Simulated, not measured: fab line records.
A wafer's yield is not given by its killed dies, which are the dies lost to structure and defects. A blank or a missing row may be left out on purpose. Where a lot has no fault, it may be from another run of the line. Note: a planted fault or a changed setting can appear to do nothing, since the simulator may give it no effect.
Which of the tools did it? + flow berkeley cmos170 + 42 wafers from 14 lots sampled at 6 of the route's 331 steps

WHAT EACH GAUGE READ, for each wafer
UCB170_START_THK_MEAS_03.
| lot  | measured    | on            | START_OXIDE_THK (nm) |
|------|-------------|---------------|----------------------|
| L471 | day 1 14:06 | film metro-03 | 19.5 19.8 19.6       |
| L472 | day 1 20:03 | film metro-02 | 19.8 20.1 20.0       |
| L473 | day 2 02:19 | film metro-04 | 19.6 19.6 19.7       |
| L475 | day 2 13:37 | film metro-03 | 20.1 19.9 19.8       |
| L477 | day 2 22:56 | film metro-03 | 20.2 20.3 20.0       |
| L481 | day 3 18:46 | film metro-03 | 20.7 20.8 20.7       |
| L483 | day 3 23:56 | film metro-04 | 19.4 19.6 19.7       |
| L484 | day 4 09:35 | film metro-03 | 20.7 20.2 20.5       |
| L485 | day 4 13:04 | film metro-02 | 20.2 20.0 19.9       |
| L488 | day 5 00:53 | film metro-02 | 20.4 20.0 20.8       |
| L487 | day 5 00:54 | film metro-03 | 20.5 20.7 20.4       |
| L490 | day 5 11:04 | film metro-02 | 19.7 19.7 19.3       |
| L493 | day 6 06:50 | film metro-03 | 20.0 19.8 19.7       |
| L494 | day 6 06:50 | film metro-02 | 19.9 20.0 20.0       |

UCB170_PLDD_TW_MEAS_11.
| lot  | measured     | on            | PLDD_TW        |
|------|--------------|---------------|----------------|
| L471 | day 6 18:55  | film metro-03 | 1007 1010 1000 |
| L472 | day 7 21:52  | film metro-02 | 992 996 999    |
| L473 | day 8 12:59  | film metro-02 | 1000 999 1003  |
| L475 | day 8 13:17  | film metro-03 | 1000 999 1004  |
| L477 | day 8 22:05  | film metro-03 | 1001 1004 1004 |
| L481 | day 9 05:26  | film metro-03 | 985 982 980    |
| L483 | day 9 14:08  | film metro-03 | 1003 1001 995  |
| L484 | day 10 07:22 | film metro-03 | 987 990 989    |
| L485 | day 10 07:38 | film metro-03 | 1004 1006 1000 |
| L488 | day 10 20:30 | film metro-03 | 1004 1004 1001 |
| L487 | day 10 20:14 | film metro-02 | 993 996 996    |
| L490 | day 11 12:11 | film metro-03 | 1001 1005 998  |
| L493 | day 13 10:19 | film metro-02 | 1000 995 996   |
| L494 | day 12 02:57 | film metro-03 | 1005 999 1001  |

UCB170_NSD_CD_MEAS_06: target cd 1200 nm.
| lot  | measured     | on        | cd nm (nm)           |
|------|--------------|-----------|----------------------|
| L471 | day 7 07:00  | cd sem-02 | 1198.4 1199.9 1198.3 |
| L472 | day 8 12:59  | cd sem-02 | 1199.7 1199.3 1198.9 |
| L473 | day 9 03:57  | cd sem-01 | 1200.0 1200.6 1201.1 |
| L475 | day 9 04:14  | cd sem-01 | 1202.4 1200.7 1202.6 |
| L477 | day 9 10:56  | cd sem-01 | 1201.4 1201.3 1201.2 |
| L481 | day 9 20:17  | cd sem-01 | 1201.0 1199.6 1201.3 |
| L483 | day 10 03:09 | cd sem-02 | 1200.1 1199.3 1198.3 |
| L484 | day 11 00:03 | cd sem-01 | 1196.2 1196.3 1195.6 |
| L485 | day 11 00:15 | cd sem-01 | 1199.5 1198.7 1198.7 |
| L488 | day 11 10:04 | cd sem-02 | 1197.0 1197.7 1198.9 |
| L487 | day 11 10:20 | cd sem-02 | 1199.2 1201.1 1201.3 |
| L490 | day 12 04:59 | cd sem-01 | 1196.9 1198.7 1198.7 |
| L493 | day 14 02:21 | cd sem-01 | 1199.8 1199.1 1199.1 |
| L494 | day 12 20:34 | cd sem-01 | 1199.6 1200.4 1200.7 |

UCB170_SDANNEAL_RS_MEAS_04: uses a four-point probe to measure.
| lot  | measured     | on            | PLDD_RS (ohm/sq)     |
|------|--------------|---------------|----------------------|
| L471 | day 7 10:02  | film metro-04 | 1034.3 1032.1 1032.3 |
| L472 | day 8 15:07  | film metro-03 | 1032.0 1034.1 1030.4 |
| L473 | day 9 09:01  | film metro-03 | 1030.7 1030.9 1032.4 |
| L475 | day 9 09:31  | film metro-02 | 1033.5 1033.1 1034.0 |
| L477 | day 9 13:11  | film metro-04 | 1031.2 1031.6 1031.9 |
| L481 | day 9 22:20  | film metro-04 | 1074.3 1083.2 1080.2 |
| L483 | day 10 05:30 | film metro-03 | 1034.3 1030.8 1034.0 |
| L484 | day 11 01:48 | film metro-04 | 1071.6 1072.9 1072.5 |
| L485 | day 11 02:05 | film metro-02 | 1032.2 1032.9 1031.5 |
| L488 | day 11 11:57 | film metro-02 | 1031.7 1033.5 1033.0 |
| L487 | day 11 12:14 | film metro-04 | 1030.7 1028.9 1029.9 |
| L490 | day 12 07:00 | film metro-03 | 1037.5 1032.2 1035.7 |
| L493 | day 14 04:10 | film metro-03 | 1034.5 1035.1 1032.4 |
| L494 | day 12 22:30 | film metro-02 | 1031.3 1032.2 1031.0 |

UCB170_SILICIDE_RS_MEAS_02: uses a four-point probe to measure.
| lot  | measured     | on            | SILICIDE_TI_RS (ohm/sq) |
|------|--------------|---------------|-------------------------|
| L471 | day 7 10:22  | film metro-01 | 26.5 26.9 26.0          |
| L472 | day 8 15:27  | film metro-01 | 25.8 25.7 26.4          |
| L473 | day 9 09:22  | film metro-03 | 26.2 25.8 25.1          |
| L475 | day 9 09:51  | film metro-04 | 26.0 26.6 26.9          |
| L477 | day 9 13:32  | film metro-01 | 26.3 26.0 26.6          |
| L481 | day 9 22:40  | film metro-04 | 25.7 26.4 26.3          |
| L483 | day 10 05:50 | film metro-04 | 25.3 26.1 25.9          |
| L484 | day 11 02:08 | film metro-01 | 25.9 26.7 26.0          |
| L485 | day 11 02:25 | film metro-03 | 26.6 25.9 26.6          |
| L488 | day 11 12:17 | film metro-03 | 25.3 26.0 26.1          |
| L487 | day 11 12:34 | film metro-03 | 26.5 26.5 26.6          |
| L490 | day 12 07:20 | film metro-01 | 26.0 26.1 26.1          |
| L493 | day 14 04:29 | film metro-04 | 26.0 26.3 26.2          |
| L494 | day 12 22:50 | film metro-01 | 26.5 26.4 26.4          |

TOOL THAT RAN EACH LOT (tool first, then ch and the chambers of the sampled wafers, then the start)
| lot  | UCB170_PLDD_IMPLANT_08          |
|------|---------------------------------|
| L471 | implanter-02 ch 0, day 6 18:31  |
| L472 | implanter-04 ch 0, day 7 21:26  |
| L473 | implanter-04 ch 0, day 8 12:35  |
| L475 | implanter-01 ch 0, day 8 12:53  |
| L477 | implanter-02 ch 0, day 8 21:42  |
| L481 | implanter-04 ch 0, day 9 05:02  |
| L483 | implanter-01 ch 0, day 9 13:46  |
| L484 | implanter-04 ch 0, day 10 06:58 |
| L485 | implanter-01 ch 0, day 10 07:14 |
| L488 | implanter-02 ch 0, day 10 20:07 |
| L487 | implanter-01 ch 0, day 10 19:52 |
| L490 | implanter-02 ch 0, day 11 11:44 |
| L493 | implanter-04 ch 0, day 13 09:55 |
| L494 | implanter-01 ch 0, day 12 02:34 |
- UCB170_PLDD_IMPLANT_08

AS READ BY THE TOOLS THEMSELVES (means over the sampled wafers that have a number; for cases with no such wafer, the mark the record gives instead)
UCB170_PLDD_IMPLANT_08.
| lot  | tool         | beam on s (s) | dose ions cm2 | faraday current uA |
|------|--------------|---------------|---------------|--------------------|
| L471 | implanter-02 | 9.98          | 5.003e+13     | 159                |
| L472 | implanter-04 | 9.87          | 4.999e+13     | 160                |
| L473 | implanter-04 | 10.16         | 5.003e+13     | 156                |
| L475 | implanter-01 | 10.06         | 4.998e+13     | 158                |
| L477 | implanter-02 | 9.96          | 4.999e+13     | 159                |
| L481 | implanter-04 | 9.83          | 4.506e+13     | 145                |
| L483 | implanter-01 | 9.99          | 5.001e+13     | 158                |
| L484 | implanter-04 | 10.15         | 4.496e+13     | 141                |
| L485 | implanter-01 | 9.98          | 5.003e+13     | 159                |
| L488 | implanter-02 | 10.22         | 5.000e+13     | 155                |
| L487 | implanter-01 | 10.05         | 5.007e+13     | 158                |
| L490 | implanter-02 | 10.01         | 4.998e+13     | 158                |
| L493 | implanter-04 | 9.81          | 4.996e+13     | 161                |
| L494 | implanter-01 | 9.85          | 5.001e+13     | 161                |

THE ANSWER, worked out from the rows above alone
Rule: usual is defined by the lots themselves. Put in order of their means at a reading, lots are off if they are a third of the lots or fewer, leave a main group of 4 or more, and stand apart from it by a gap of 3 or more times the standard deviation of the main group's means; of several such gaps the widest counts. If all means in a main group match to the digits the tables above print for the reading, that group is not used. Also off: a lot with no number at a reading for which 4 or more lots have one. Where the step has rows for the other lots, those lots are counted as sound. After the gauges, taken in route order, come the tools' own readings; for these a lot's mean is taken, as printed above. The first step at which some lot is off is used, and at that step the reading that is off furthest; a lot without a number counts as furthest.
Off: at UCB170_SDANNEAL_RS_MEAS_04 (PLDD_RS), L481, L484. For the main group the mean is 1032.5 ohm/sq and the standard deviation 1.3.
If a tool, at a process step before that reading, ran all the lots that are off and no sound lot after the first of them, it fits. The gauges at UCB170_SDANNEAL_RS_MEAS_04 aren't tried: what is off there is off at UCB170_PLDD_IMPLANT_08 too, on other tools, and a gauge's error can't cause that. No candidate that was tried fits.

WHAT HAD BEEN PUT IN BY THE SIMULATOR
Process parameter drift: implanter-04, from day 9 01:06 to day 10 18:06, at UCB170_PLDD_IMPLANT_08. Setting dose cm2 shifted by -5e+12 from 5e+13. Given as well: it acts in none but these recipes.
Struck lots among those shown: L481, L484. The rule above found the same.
